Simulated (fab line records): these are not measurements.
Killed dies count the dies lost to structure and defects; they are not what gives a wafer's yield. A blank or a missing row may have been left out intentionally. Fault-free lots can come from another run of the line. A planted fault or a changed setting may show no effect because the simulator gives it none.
fab line records	flow ritCmos
[record] lots = 15	wafers = 45	lastDay = 8
route steps=202 shown ACTIVE@7 NWELL@37 NRETRO@62 M1@186
lots that met no fault: taken from a fault-free run of the same line
startH: hours from the record's opening day to when the first of the lot's shown wafers began	waitH: hours from the lot's prior step to this one	" same as the row above	L1.1+2: one row covering several wafers at once	- no value, or no start given	* or withheld: withheld	< > ~ a bound
route shown NAME@n: NAME is a module with steps in the file, n the number in the route of the first one	usual: mean and standard deviation over wafers with no fault	same: alike in all rows	chamber/n: place in a boat	sites: per-site readings	_std_site: standard deviation across them	_edge_site: inner sites' mean taken away from outer sites' mean	radiusMm: how far each site lies from the wafer's centre	mask NAME#n: copy n	behind: the last tool/chamber to shape the wafer	hold: reason for holding the lot/hours on hold/outcome of the hold	device: names the non-switching transistor (n, p or np)	end of line: the route-end tests of the same wafers	a step given without rows: its recipe and nothing more	killed: dies that structure and defects cost at the first sort, which is not the same as the wafer's yield	map: dies across one wafer; x = killed, . = not, _ = none there
set.NAME: the setting as run; set.NAME@STEP: as run at that earlier step	model.NAME: the simulator's own value behind a step, which no gauge read
the route's steps for a sample of lots (tables are steps, rows are wafers)
services: from which hour (startH, from the record's first day; less than 0 if before it) a tool's chamber was out of use, for how many hours, and why
[[steps]]
[step RIT_ACTIVE_COAT_06]
[recipe] resist = NOVOLAK	spinRpm = 3250	resistThkNm = 1000
[usual] dispensePressureKPa = 51.9/2	spinSpeedRpm = 3249.7/2.8
lot.wafer	tool	chamber	startH	waitH	dispensePressureKPa	spinSpeedRpm
L833.1	lithoTrack-02	0	14.12	0.1	51.1	3245.6
L833.5	"	0	"	"	51.1	3246.9
L833.6	"	0	"	"	51.0	3246.0
L834.4	lithoTrack-04	0	20.16	0.1	55.0	3250.9
L834.5	"	0	"	"	55.0	3258.3
L834.6	"	0	"	"	55.0	3249.2
L836.1	lithoTrack-04	0	30.24	0.1	54.9	3249.2
L836.2	"	0	"	"	54.9	3250.3
L836.5	"	0	"	"	54.9	3247.0
L837.2	lithoTrack-03	0	34.28	0.1	50.0	3251.6
L837.4	"	0	"	"	50.0	3250.0
L837.6	"	0	"	"	50.0	3249.4
L838.1	lithoTrack-04	0	39.49	0.1	54.9	3248.7
L838.3	"	0	"	"	54.9	3245.5
L838.4	"	0	"	"	54.9	3246.3
L839.3	lithoTrack-03	0	44.66	0.1	49.9	3251.5
L839.4	"	0	"	"	49.9	3253.3
L839.5	"	0	"	"	49.9	3255.3
L840.1	lithoTrack-03	0	50.73	0.1	49.9	3245.2
L840.3	"	0	"	"	49.9	3247.4
L840.4	"	0	"	"	49.9	3248.5
L842.2	lithoTrack-03	0	62.59	0.1	50.0	3250.8
L842.4	"	0	"	"	50.0	3252.5
L842.5	"	0	"	"	49.9	3251.8
L843.3	lithoTrack-02	0	66.62	0.1	51.1	3245.9
L843.4	"	0	"	"	51.1	3253.5
L843.5	"	0	"	"	51.0	3248.8
L844.1	lithoTrack-02	0	71.85	0.1	51.1	3251.2
L844.2	"	0	"	"	51.1	3247.4
L844.3	"	0	"	"	51.0	3250.1
L851.1	lithoTrack-02	0	104.78	0.1	51.1	3524.3
L851.2	"	0	"	"	51.1	3524.7
L851.6	"	0	"	"	51.1	3521.4
L852.1	lithoTrack-02	0	109.51	0.1	51.0	3526.6
L852.2	"	0	"	"	51.1	3527.7
L852.3	"	0	"	"	51.1	3530.4
L853.1	lithoTrack-02	0	113.99	0.1	51.1	3528.2
L853.3	"	0	"	"	51.1	3528.7
L853.6	"	0	"	"	51.1	3522.6
L854.3	lithoTrack-03	0	120.08	0.1	50.0	3249.0
L854.5	"	0	"	"	49.9	3247.6
L854.6	"	0	"	"	49.9	3248.8
L856.1	lithoTrack-04	0	129.69	0.1	54.9	3248.5
L856.2	"	0	"	"	54.9	3251.6
L856.3	"	0	"	"	55.0	3245.6
[step RIT_NWELL_STRIP_09]
[recipe] chemistry = O2	timeS = 180	resist = NOVOLAK	platenTempC = withheld	powerW = 500	pressureMtorr = 4000	o2FlowSccm = 4000
[usual] drypumpMotorCurrentA = 6.1/0.34	rfReflPowerW = 6.3/0.76
[same] timeS = 180
lot.wafer	tool	chamber	startH	waitH	drypumpMotorCurrentA	rfHoursCounterH	rfReflPowerW
L833.1	plasmaAsher-02	0	23.39	0.1	5.7	40	6.6
L833.5	"	1	"	"	5.9	-	7.2
L833.6	"	0	"	"	5.7	-	6.4
L834.4	plasmaAsher-01	0	28.70	0.1	5.7	-	5.1
L834.5	"	0	"	"	5.7	-	5.2
L834.6	"	1	"	"	6.4	-	5.5
L836.1	plasmaAsher-02	0	38.37	0.1	5.8	42	7.0
L836.2	"	1	"	"	5.9	42	7.0
L836.5	"	0	"	"	5.8	-	6.5
L837.2	plasmaAsher-02	0	43.27	0.1	5.8	43	6.2
L837.4	"	0	"	"	5.8	-	6.3
L837.6	"	1	"	"	5.9	-	7.6
L838.1	plasmaAsher-04	1	49.71	0.1	6.3	22	6.8
L838.3	"	1	"	"	6.3	-	6.5
L838.4	"	0	"	"	6.7	-	6.1
L839.3	plasmaAsher-04	0	57.97	0.1	6.6	-	6.3
L839.4	"	1	"	"	6.3	-	6.7
L839.5	"	1	"	"	6.3	-	6.7
L840.1	plasmaAsher-04	1	64.15	0.1	6.3	23	6.4
L840.3	"	0	"	"	6.7	-	6.2
L840.4	"	1	"	"	6.3	-	6.6
L842.2	plasmaAsher-04	1	73.35	0.1	6.3	23	6.9
L842.4	"	0	"	"	6.6	-	6.2
L842.5	"	0	"	"	6.6	-	6.2
L843.3	plasmaAsher-01	0	78.64	0.1	5.7	-	5.1
L843.4	"	1	"	"	6.4	-	5.4
L843.5	"	1	"	"	6.4	-	5.4
L844.1	plasmaAsher-01	0	82.18	0.1	5.7	44	5.0
L844.2	"	1	"	"	6.5	44	5.4
L844.3	"	1	"	"	6.4	-	5.5
L851.1	plasmaAsher-04	0	112.91	0.1	6.6	29	5.7
L851.2	"	1	"	"	6.3	29	6.8
L851.6	"	0	"	"	6.6	-	6.0
L852.1	plasmaAsher-01	1	117.78	0.1	6.5	0	5.5
L852.2	"	0	"	"	5.7	0	5.0
L852.3	"	0	"	"	5.7	-	4.9
L853.1	plasmaAsher-04	1	124.36	0.1	6.3	30	6.5
L853.3	"	1	"	"	6.3	-	6.5
L853.6	"	0	"	"	6.6	-	6.0
L854.3	plasmaAsher-02	1	129.35	0.1	5.9	-	7.3
L854.5	"	1	"	"	5.9	-	7.0
L854.6	"	0	"	"	5.8	-	6.6
L856.1	plasmaAsher-02	0	138.41	0.1	5.8	53	6.5
L856.2	"	1	"	"	5.9	53	7.5
L856.3	"	0	"	"	5.8	-	6.3
[step RIT_NRETRO_STRIP_09]
[recipe] chemistry = O2	timeS = 180	resist = NOVOLAK	platenTempC = withheld	powerW = 500	pressureMtorr = 4000	o2FlowSccm = 4000
[usual] drypumpMotorCurrentA = 6.1/0.36	rfReflPowerW = 6.8/1.6
[same] timeS = 180
lot.wafer	tool	chamber	startH	waitH	drypumpMotorCurrentA	rfHoursCounterH	rfReflPowerW
L833.1	plasmaAsher-04	0	33.55	0.1	6.6	20	6.0
L833.5	"	1	"	"	6.3	-	6.8
L833.6	"	0	"	"	6.6	-	6.0
L834.4	plasmaAsher-01	0	39.02	0.1	5.7	-	5.3
L834.5	"	1	"	"	6.4	-	5.4
L834.6	"	0	"	"	5.7	-	4.9
L836.1	plasmaAsher-03	0	48.89	0.1	5.8	40	7.4
L836.2	"	1	"	"	5.8	40	9.9
L836.5	"	0	"	"	5.8	-	7.2
L837.2	plasmaAsher-01	0	54.62	0.1	5.7	41	4.9
L837.4	"	0	"	"	5.8	-	4.9
L837.6	"	1	"	"	6.4	-	5.5
L838.1	plasmaAsher-01	0	60.38	0.1	5.7	42	5.0
L838.3	"	0	"	"	5.7	-	5.1
L838.4	"	1	"	"	6.4	-	5.6
L839.3	plasmaAsher-03	1	68.69	0.1	5.8	-	9.9
L839.4	"	0	"	"	5.8	-	7.1
L839.5	"	0	"	"	5.8	-	7.2
L840.1	plasmaAsher-01	1	75.43	0.1	6.4	43	5.3
L840.3	"	1	"	"	6.4	-	5.4
L840.4	"	0	"	"	5.7	-	5.1
L842.2	plasmaAsher-03	0	83.48	0.1	5.8	44	6.9
L842.4	"	1	"	"	5.8	-	10.0
L842.5	"	1	"	"	5.7	-	9.9
L843.3	plasmaAsher-01	0	87.98	0.1	5.7	-	5.0
L843.4	"	1	"	"	6.4	-	5.5
L843.5	"	0	"	"	5.8	-	4.9
L844.1	plasmaAsher-04	0	91.51	0.1	6.7	26	6.0
L844.2	"	1	"	"	6.3	26	6.9
L844.3	"	0	"	"	6.6	-	6.1
L851.1	plasmaAsher-04	0	122.11	0.1	6.6	30	6.2
L851.2	"	1	"	"	6.3	30	6.6
L851.6	"	1	"	"	6.3	-	6.8
L852.1	plasmaAsher-03	0	127.63	0.1	5.8	48	7.3
L852.2	"	1	"	"	5.7	48	10.0
L852.3	"	0	"	"	5.8	-	7.1
L853.1	plasmaAsher-03	1	132.96	0.1	5.8	49	10.0
L853.3	"	1	"	"	5.8	-	9.9
L853.6	"	0	"	"	5.8	-	7.2
L854.3	plasmaAsher-04	1	138.35	0.1	6.3	-	6.9
L854.5	"	1	"	"	6.3	-	6.5
L854.6	"	0	"	"	6.6	-	5.9
L856.1	plasmaAsher-04	1	148.69	0.1	6.3	33	6.4
L856.2	"	0	"	"	6.6	33	6.0
L856.3	"	1	"	"	6.3	-	6.8
[step RIT_M1_THK_MEAS_02]
[recipe] thkMeasGauge = xrf	reads = Al_of_M1_SPUTTER_00
[usual] M1_AL_THK = 420/3.7
lot.wafer	tool	chamber	startH	waitH	M1_AL_THK[nm]
L833.1	filmMetro-01	-	60.74	0.1	415
L833.5	"	-	"	"	414
L833.6	"	-	"	"	414
L834.4	filmMetro-04	-	72.66	0.1	419
L834.5	"	-	"	"	417
L834.6	"	-	"	"	420
L836.1	filmMetro-04	-	82.30	0.1	419
L836.2	"	-	"	"	418
L836.5	"	-	"	"	418
L837.2	filmMetro-03	-	87.03	0.1	421
L837.4	"	-	"	"	419
L837.6	"	-	"	"	422
L838.1	filmMetro-04	-	91.87	0.1	414
L838.3	"	-	"	"	419
L838.4	"	-	"	"	420
L839.3	filmMetro-01	-	97.14	0.1	421
L839.4	"	-	"	"	421
L839.5	"	-	"	"	423
L840.1	filmMetro-03	-	101.42	0.1	416
L840.3	"	-	"	"	417
L840.4	"	-	"	"	420
L842.2	filmMetro-01	-	111.48	0.1	417
L842.4	"	-	"	"	423
L842.5	"	-	"	"	423
L843.3	filmMetro-01	-	115.55	0.1	428
L843.4	"	-	"	"	423
L843.5	"	-	"	"	425
L844.1	filmMetro-01	-	119.00	0.1	423
L844.2	"	-	"	"	423
L844.3	"	-	"	"	422
L851.1	filmMetro-01	-	147.85	0.1	421
L851.2	"	-	"	"	427
L851.6	"	-	"	"	423
L852.1	filmMetro-01	-	152.12	0.1	423
L852.2	"	-	"	"	424
L852.3	"	-	"	"	423
L853.1	filmMetro-04	-	159.64	0.1	419
L853.3	"	-	"	"	422
L853.6	"	-	"	"	418
L854.3	filmMetro-01	-	167.74	0.1	428
L854.5	"	-	"	"	427
L854.6	"	-	"	"	422
L856.1	filmMetro-04	-	178.08	0.1	415
L856.2	"	-	"	"	418
L856.3	"	-	"	"	419
[step RIT_M1_PROBE_99]
[usual] killed_at_M0_to_M3 = 0.0/0.12	killedAtContacts = 0.0/0.16	killedAtFrontEnd = 7.5/2.8	killedDies = 7.6/2.9	killedOpen = 3.7/2	killedShort = 3.8/2
[same] grossDies = 264	killed_at_M4_up = 0	killedAtBackSide = 0	killedAtOther = 0
lot.wafer	tool	chamber	startH	waitH	killed_at_M0_to_M3	killedAtContacts	killedAtFrontEnd	killedDies	killedOpen	killedShort
L833.1	prober-01	-	64.49	0.1	0	0	10	10	5	5
L833.5	prober-01	-	64.69	0.2	0	0	8	8	6	2
L833.6	prober-01	-	64.74	0.2	0	0	3	3	1	2
L834.4	prober-02	-	76.55	0.2	0	0	9	9	3	6
L834.5	prober-02	-	76.60	0.2	0	0	11	11	5	6
L834.6	prober-02	-	76.65	0.2	0	0	8	8	6	2
L836.1	prober-02	-	85.90	0.1	0	0	11	11	8	2
L836.2	prober-02	-	85.95	0.1	1	0	10	11	4	5
L836.5	prober-02	-	86.10	0.2	0	0	6	6	2	3
L837.2	prober-01	-	90.67	0.1	0	0	10	10	4	6
L837.4	prober-01	-	90.77	0.2	0	0	6	6	2	4
L837.6	prober-01	-	90.87	0.2	0	0	6	6	4	2
L838.1	prober-02	-	95.60	0.1	0	0	12	12	7	5
L838.3	prober-02	-	95.70	0.2	0	0	4	4	2	2
L838.4	prober-02	-	95.75	0.2	0	0	2	2	0	2
L839.3	prober-01	-	100.95	0.2	0	0	10	10	6	4
L839.4	prober-01	-	101.00	0.2	0	0	7	7	5	2
L839.5	prober-01	-	101.05	0.2	0	0	5	5	1	4
L840.1	prober-02	-	105.14	0.1	0	0	5	5	2	3
L840.3	prober-02	-	105.24	0.2	0	0	7	7	6	1
L840.4	prober-02	-	105.29	0.2	0	0	6	6	2	4
L842.2	prober-02	-	115.35	0.1	0	0	9	9	3	6
L842.4	prober-02	-	115.45	0.2	0	0	10	10	2	8
L842.5	prober-02	-	115.50	0.2	0	0	9	9	6	3
L843.3	prober-01	-	119.39	0.2	0	0	9	9	5	4
L843.4	prober-01	-	119.44	0.2	0	0	4	4	3	1
L843.5	prober-01	-	119.49	0.2	0	0	5	5	4	1
L844.1	prober-01	-	122.60	0.1	0	0	8	8	7	1
L844.2	prober-01	-	122.65	0.1	0	0	3	3	3	0
L844.3	prober-01	-	122.70	0.2	0	0	10	10	5	5
L851.1	prober-02	-	151.46	0.1	0	0	7	7	3	3
L851.2	prober-02	-	151.51	0.1	0	0	11	11	4	7
L851.6	prober-02	-	151.71	0.2	0	0	5	5	3	2
L852.1	prober-01	-	155.84	0.1	0	0	11	11	6	5
L852.2	prober-01	-	155.89	0.1	0	0	8	8	3	5
L852.3	prober-01	-	155.94	0.2	0	0	6	6	3	2
L853.1	prober-02	-	163.24	0.1	0	0	8	8	3	5
L853.3	prober-02	-	163.34	0.2	0	0	4	4	2	2
L853.6	prober-02	-	163.49	0.2	0	0	12	12	4	8
L854.3	prober-01	-	171.54	0.2	0	0	10	10	3	6
L854.5	prober-01	-	171.64	0.2	0	0	2	2	0	1
L854.6	prober-01	-	171.69	0.2	0	1	13	14	8	6
L856.1	prober-01	-	182.13	0.1	0	0	8	8	6	2
L856.2	prober-01	-	182.18	0.1	0	0	9	9	3	6
L856.3	prober-01	-	182.23	0.2	0	1	13	14	5	9
// killed by level:class
L833.1 REOX:geometricParticle:short=3 REOX:geometricParticle:open=2 SILICIDE:geometricParticle:short=2 GATE:geometricParticle:open=1 SPACER:geometricParticle:open=1 SILICIDE:geometricParticle:open=1
L833.5 GATE:geometricParticle:open=3 SILICIDE:geometricParticle:open=2 FOX2:geometricParticle:open=1 REOX:geometricParticle:short=1 SILICIDE:geometricParticle:short=1
L833.6 FOX1:geometricParticle:open=1 FOX2:geometricParticle:short=1 GATE:geometricParticle:short=1
L834.4 REOX:geometricParticle:short=2 ACTIVE:geometricParticle:short=1 FOX1:geometricParticle:open=1 FOX1:geometricParticle:short=1 FOX2:geometricParticle:short=1 GATE:geometricParticle:short=1 SPACER:geometricParticle:open=1 SILICIDE:geometricParticle:open=1
L834.5 FOX1:geometricParticle:open=2 FOX1:geometricParticle:short=2 GATE:geometricParticle:short=2 SPACER:geometricParticle:short=2 GATE:geometricParticle:open=1 SPACER:geometricParticle:open=1 SILICIDE:geometricParticle:open=1
L834.6 GATE:geometricParticle:short=2 GATE:geometricParticle:open=2 SPACER:geometricParticle:open=2 SILICIDE:geometricParticle:open=2
L836.1 GATE:geometricParticle:open=5 FOX1:geometricParticle:open=3 GATE:geometricParticle:short=2 NSD:coatMicrobubblePrinted=1
L836.2 GATE:geometricParticle:short=3 NSD:coatMicrobubblePrinted=2 FOX1:geometricParticle:short=1 FOX1:geometricParticle:open=1 GATE:geometricParticle:open=1 SPACER:geometricParticle:short=1 SILICIDE:geometricParticle:open=1 M1:geometricParticle:open=1
L836.5 FOX2:geometricParticle:open=1 GATE:geometricParticle:short=1 REOX:geometricParticle:short=1 SILICIDE:geometricParticle:open=1 SILICIDE:geometricParticle:short=1 NSD:coatMicrobubblePrinted=1
L837.2 GATE:geometricParticle:short=3 GATE:geometricParticle:open=2 REOX:geometricParticle:open=2 ACTIVE:geometricParticle:short=1 FOX1:geometricParticle:short=1 SILICIDE:geometricParticle:short=1
L837.4 GATE:geometricParticle:open=2 REOX:geometricParticle:short=2 SPACER:geometricParticle:short=2
L837.6 GATE:geometricParticle:open=2 FOX2:geometricParticle:short=1 GATE:geometricParticle:short=1 REOX:geometricParticle:open=1 SILICIDE:geometricParticle:open=1
L838.1 GATE:geometricParticle:open=4 FOX2:geometricParticle:open=2 SILICIDE:geometricParticle:short=2 FOX1:geometricParticle:short=1 FOX1:geometricParticle:open=1 GATE:geometricParticle:short=1 SPACER:geometricParticle:short=1
L838.3 SPACER:geometricParticle:open=2 GATE:geometricParticle:short=1 REOX:geometricParticle:short=1
L838.4 FOX1:geometricParticle:short=1 GATE:geometricParticle:short=1
L839.3 FOX1:geometricParticle:open=3 GATE:geometricParticle:short=2 GATE:geometricParticle:open=1 REOX:geometricParticle:open=1 REOX:geometricParticle:short=1 SPACER:geometricParticle:open=1 SILICIDE:geometricParticle:short=1
L839.4 FOX1:geometricParticle:open=2 FOX1:geometricParticle:short=1 GATE:geometricParticle:open=1 REOX:geometricParticle:open=1 SPACER:geometricParticle:short=1 SILICIDE:geometricParticle:open=1
L839.5 GATE:geometricParticle:short=3 GATE:geometricParticle:open=1 REOX:geometricParticle:short=1
L840.1 GATE:geometricParticle:short=1 GATE:geometricParticle:open=1 SPACER:geometricParticle:open=1 SPACER:geometricParticle:short=1 SILICIDE:geometricParticle:short=1
L840.3 GATE:geometricParticle:open=3 SPACER:geometricParticle:open=2 FOX1:geometricParticle:short=1 FOX2:geometricParticle:open=1
L840.4 GATE:geometricParticle:short=2 SILICIDE:geometricParticle:short=2 GATE:geometricParticle:open=1 SILICIDE:geometricParticle:open=1
L842.2 GATE:geometricParticle:short=2 SPACER:geometricParticle:short=2 SILICIDE:geometricParticle:open=2 FOX1:geometricParticle:short=1 GATE:geometricParticle:open=1 SILICIDE:geometricParticle:short=1
L842.4 GATE:geometricParticle:short=2 REOX:geometricParticle:short=2 SPACER:geometricParticle:short=2 FOX2:geometricParticle:short=1 GATE:geometricParticle:open=1 SILICIDE:geometricParticle:short=1 SILICIDE:geometricParticle:open=1
L842.5 FOX1:geometricParticle:open=2 GATE:geometricParticle:short=2 SPACER:geometricParticle:open=2 GATE:geometricParticle:open=1 REOX:geometricParticle:open=1 SPACER:geometricParticle:short=1
L843.3 GATE:geometricParticle:short=2 REOX:geometricParticle:short=2 REOX:geometricParticle:open=2 SPACER:geometricParticle:open=2 FOX2:geometricParticle:open=1
L843.4 GATE:geometricParticle:open=1 SPACER:geometricParticle:open=1 SILICIDE:geometricParticle:open=1 SILICIDE:geometricParticle:short=1
L843.5 GATE:geometricParticle:open=2 FOX1:geometricParticle:open=1 GATE:geometricParticle:short=1 SILICIDE:geometricParticle:open=1
L844.1 GATE:geometricParticle:open=6 FOX2:geometricParticle:open=1 GATE:geometricParticle:short=1
L844.2 GATE:geometricParticle:open=1 REOX:geometricParticle:open=1 SILICIDE:geometricParticle:open=1
L844.3 GATE:geometricParticle:short=2 FOX1:geometricParticle:short=1 FOX2:geometricParticle:open=1 GATE:geometricParticle:open=1 REOX:geometricParticle:open=1 SPACER:geometricParticle:open=1 SPACER:geometricParticle:short=1 SILICIDE:geometricParticle:short=1
L851.1 SPACER:geometricParticle:short=1 FOX2:geometricParticle:open=1 GATE:geometricParticle:short=1 GATE:geometricParticle:open=1 REOX:geometricParticle:open=1 REOX:geometricParticle:short=1 PSD:coatMicrobubblePrinted=1
L851.2 REOX:geometricParticle:short=3 GATE:geometricParticle:short=2 REOX:geometricParticle:open=2 FOX1:geometricParticle:short=1 GATE:geometricParticle:open=1 SILICIDE:geometricParticle:open=1 SILICIDE:geometricParticle:short=1
L851.6 REOX:geometricParticle:short=2 GATE:geometricParticle:open=1 REOX:geometricParticle:open=1 SILICIDE:geometricParticle:open=1
L852.1 GATE:geometricParticle:short=3 FOX1:geometricParticle:open=2 GATE:geometricParticle:open=2 REOX:geometricParticle:open=1 REOX:geometricParticle:short=1 SPACER:geometricParticle:open=1 SPACER:geometricParticle:short=1
L852.2 GATE:geometricParticle:short=3 GATE:geometricParticle:open=2 REOX:geometricParticle:short=1 SPACER:geometricParticle:open=1 SILICIDE:geometricParticle:short=1
L852.3 GATE:geometricParticle:open=1 GATE:geometricParticle:short=1 REOX:geometricParticle:open=1 SPACER:geometricParticle:open=1 SILICIDE:geometricParticle:short=1 NSD:coatMicrobubblePrinted=1
L853.1 SPACER:geometricParticle:short=3 GATE:geometricParticle:short=2 FOX1:geometricParticle:open=1 GATE:geometricParticle:open=1 SILICIDE:geometricParticle:open=1
L853.3 FOX1:geometricParticle:open=1 FOX2:geometricParticle:open=1 GATE:geometricParticle:short=1 SPACER:geometricParticle:short=1
L853.6 GATE:geometricParticle:short=4 REOX:geometricParticle:open=2 SILICIDE:geometricParticle:short=2 FOX2:geometricParticle:open=1 GATE:geometricParticle:open=1 REOX:geometricParticle:short=1 SPACER:geometricParticle:short=1
L854.3 GATE:geometricParticle:short=4 ACTIVE:geometricParticle:open=1 FOX1:geometricParticle:short=1 GATE:geometricParticle:open=1 REOX:geometricParticle:short=1 SPACER:geometricParticle:open=1 NRETRO:coatMicrobubblePrinted=1
L854.5 GATE:geometricParticle:short=1 NRETRO:coatMicrobubblePrinted=1
L854.6 GATE:geometricParticle:open=4 FOX2:geometricParticle:short=3 GATE:geometricParticle:short=2 SPACER:geometricParticle:open=2 FOX1:geometricParticle:open=1 SPACER:geometricParticle:short=1 CONTACT:geometricParticle:open=1
L856.1 GATE:geometricParticle:open=5 GATE:geometricParticle:short=1 REOX:geometricParticle:open=1 SILICIDE:geometricParticle:short=1
L856.2 REOX:geometricParticle:short=3 GATE:geometricParticle:open=2 FOX2:geometricParticle:short=1 GATE:geometricParticle:short=1 SPACER:geometricParticle:open=1 SPACER:geometricParticle:short=1
L856.3 GATE:geometricParticle:short=3 REOX:geometricParticle:short=2 SPACER:geometricParticle:open=2 FOX1:geometricParticle:short=1 FOX2:geometricParticle:short=1 GATE:geometricParticle:open=1 REOX:geometricParticle:open=1 SILICIDE:geometricParticle:short=1
[[services]]
tool	chamber	startH	hours	kind
plasmaAsher-02	-	9.08	2.8	pm
plasmaAsher-02	-	72.58	11.4	pm
plasmaAsher-01	-	108.75	9.0	pm
plasmaAsher-01	0	108.75	9.0	ventCycle
plasmaAsher-01	1	108.75	9.0	ventCycle
plasmaAsher-03	-	110.39	7.6	repair
plasmaAsher-01	0	117.75	-	clean
plasmaAsher-01	1	117.75	-	clean
[[key]]
[firstSign] step = RIT_ACTIVE_COAT_06	reading = spinSpeedRpm	direction = up	sigmas = 99+	usual = 3249.7	struck = 3526.1
effect none on later readings
metAt RIT_ACTIVE_COAT_06
struckLots L851,L852,L853
testerLeftOut L851,L852,L853
notActingAt RIT_NWELL_STRIP_09,RIT_NRETRO_STRIP_09,RIT_M1_THK_MEAS_02
onsetBetween 71.85 104.78
[fault] kind = processParameterDrift	tool = lithoTrack-02	chamber = -	onsetH = 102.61	steps = RIT_ACTIVE_COAT_06	channel = spinRpm	offset = 275.7	shape = step	endH = 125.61	actsIn = theseRecipesOnly	stated = 3250
// testerLeftOut: of these lots the tester's yield and bins aren't shown, on N5 and GAA mostly nor the transistor test; their killed dies are dies lost to structure and defects alone, not to doping, threshold or leakage, so they don't give the yield
